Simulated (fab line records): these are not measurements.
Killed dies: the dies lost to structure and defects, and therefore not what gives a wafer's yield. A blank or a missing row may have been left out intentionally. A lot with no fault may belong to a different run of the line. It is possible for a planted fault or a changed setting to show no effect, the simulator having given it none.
A lot that was struck, set against a sound lot -- flow ritCmos -- 43 steps out of a route of 202
Sound: the wafers L534.1, L534.3, L534.5. Struck: wafer L544.6 (L544.1, L544.5, from the same lot, were not struck and are left out); the cause is given at the end.
At each step with rows: each side's tool, then ch and its chambers, then its first start. Under that, the readings that differ: sound wafers -- struck wafers -- difference of the means -- sigmas: that difference in standard deviations of wafers without a fault.
alike: readings whose means differ by less than 2 such deviations, and words and numbers that are the same on both sides. not compared: withheld readings, readings that some wafer has no value for, bounds like >300 that may hide the same value, and numbers for which the record gives no deviation and whose values overlap.
Wherever a step has rows on one side only, a row that says differs or no value, or a row with sigmas, the two part there. When numbers do not overlap yet have no deviation, they are printed without sigmas and do not part them. A reading missing from all wafers of one side parts the sides only when that side holds two or more wafers.

RIT_GATE_THK_MEAS_07:
  sound: filmMetro-03 at day 2 22:45; struck: filmMetro-02 at day 4 22:56
  alike: GATE_OXIDE_THK
then, 1 step without rows for these wafers: RIT_GATE_CVD_08 (deposits poly-Si from SiH4, target thk 250 nm, time 2220 s).
RIT_GATE_THK_MEAS_09:
  sound: filmMetro-03 at day 3 00:25; struck: filmMetro-03 at day 5 01:00
  alike: GATE_POLY_THK
then, 6 steps without rows for these wafers: RIT_GATE_HMDS_10 (prime time 60 s); RIT_GATE_COAT_11 (resist thk 850 nm); RIT_GATE_SOFTBAKE_12 (time 60 s); RIT_GATE_EXPOSE_13 (exposes mask M6, target cd 150 nm); RIT_GATE_PEB_14; RIT_GATE_DEVELOP_15 (develop time 50 s).
RIT_GATE_CD_MEAS_16: target cd 150 nm.
  sound: cdSem-01 at day 3 01:20; struck: cdSem-02 at day 5 02:02
  alike: cdNm
RIT_GATE_OVL_MEAS_17:
  sound: overlay-01 at day 3 01:27; struck: overlay-02 at day 5 02:10
  alike: GATE_OVL
then, 1 step without rows for these wafers: RIT_GATE_HARDBAKE_18 (time 60 s).
RIT_GATE_ETCH_19: etches poly-Si in SF6/CHF3/O2, stops on SiO2, time 165 s, target depth 312.5 nm.
  sound on rieSi-01 ch 0,2, day 3 01:38; struck on rieSi-01 ch 1, day 5 02:21
  alike: CHF3_flow_sccm, drypumpMotorCurrentA, oesProductAu, throttleValvePct
  not compared: rfHoursCounterH
RIT_GATE_STRIP_20: strips in O2, time 180 s.
  sound on plasmaAsher-03 ch 0,1, day 3 01:45; struck on plasmaAsher-02 ch 1, day 5 02:28
  alike: drypumpMotorCurrentA
  not compared: rfHoursCounterH
RIT_GATE_CD_MEAS_90: target cd 150 nm.
  sound: cdSem-02 at day 3 01:55; struck: cdSem-02 at day 5 02:38
  alike: cdNm
then, 4 steps without rows for these wafers: RIT_REOX_CLEAN_00 (cleans in SC1, time 600 s); RIT_REOX_CLEAN_01 (cleans in dHF, time 30 s); RIT_REOX_CLEAN_02 (cleans in SC2, time 600 s); RIT_REOX_OXIDATION_03 (target thk 25.2 nm, ox time 5580 s).
RIT_REOX_THK_MEAS_04:
  sound: filmMetro-01 at day 3 05:19; struck: filmMetro-01 at day 5 06:32
reading,sound,struck,difference,sigmas
REOX_OXIDE_THK (nm),25.4 25.4 25.7,24.1,-1.4,-3
then, 6 steps without rows for these wafers: RIT_NLDD_HMDS_00 (prime time 60 s); RIT_NLDD_COAT_01 (resist thk 1000 nm); RIT_NLDD_SOFTBAKE_02 (time 60 s); RIT_NLDD_EXPOSE_03 (exposes mask M7, target cd 40700 nm); RIT_NLDD_PEB_04; RIT_NLDD_DEVELOP_05 (develop time 50 s).
RIT_NLDD_OVL_MEAS_06:
  sound: overlay-01 at day 3 06:13; struck: overlay-02 at day 5 07:37
reading,sound,struck,difference,sigmas
NLDD_OVL (nm),-1.6 -2.4 -1.0,-4.4,-2.7,-2
then, 2 steps without rows for these wafers: RIT_NLDD_HARDBAKE_07 (time 60 s); RIT_NLDD_IMPLANT_08.
RIT_NLDD_STRIP_09: strips in O2, time 180 s.
  sound on plasmaAsher-04 ch 1, day 3 06:34; struck on plasmaAsher-04 ch 0, day 5 07:59
  alike: drypumpMotorCurrentA
  not compared: rfHoursCounterH
RIT_NLDD_TW_MEAS_10:
  sound: filmMetro-04 at day 3 06:44; struck: filmMetro-04 at day 5 08:10
  alike: NLDD_TW
then, 6 steps without rows for these wafers: RIT_PLDD_HMDS_00 (prime time 60 s); RIT_PLDD_COAT_01 (resist thk 1000 nm); RIT_PLDD_SOFTBAKE_02 (time 60 s); RIT_PLDD_EXPOSE_03 (exposes mask M8, target cd 40900 nm); RIT_PLDD_PEB_04; RIT_PLDD_DEVELOP_05 (develop time 50 s).
RIT_PLDD_OVL_MEAS_06:
  sound: overlay-02 at day 3 07:46; struck: overlay-01 at day 5 09:12
  alike: PLDD_OVL
then, 2 steps without rows for these wafers: RIT_PLDD_HARDBAKE_07 (time 60 s); RIT_PLDD_IMPLANT_08.
RIT_PLDD_STRIP_09: strips in O2, time 180 s.
  sound on plasmaAsher-03 ch 0,1, day 3 08:07; struck on plasmaAsher-02 ch 1, day 5 09:32
  alike: drypumpMotorCurrentA
  not compared: rfHoursCounterH
RIT_PLDD_TW_MEAS_10:
  sound: filmMetro-02 at day 3 08:17; struck: filmMetro-04 at day 5 09:43
  alike: PLDD_TW
RIT_M1_PROBE_99:
  sound: prober-01 at day 3 21:40; struck: prober-01 at day 5 23:29
reading,sound,struck,difference,sigmas
hold,- - -,awaitDispo/0.9h/release,no value on the sound wafers,
killedAtFrontEnd,7 8 11,33,+24,+9
killedDies,7 8 11,33,+24,+9
  alike: killedOpen, killedShort

## WHERE THEY PART
Earliest at RIT_REOX_THK_MEAS_04; latest, in this record, at RIT_M1_PROBE_99.

WHY: what the simulator had put in
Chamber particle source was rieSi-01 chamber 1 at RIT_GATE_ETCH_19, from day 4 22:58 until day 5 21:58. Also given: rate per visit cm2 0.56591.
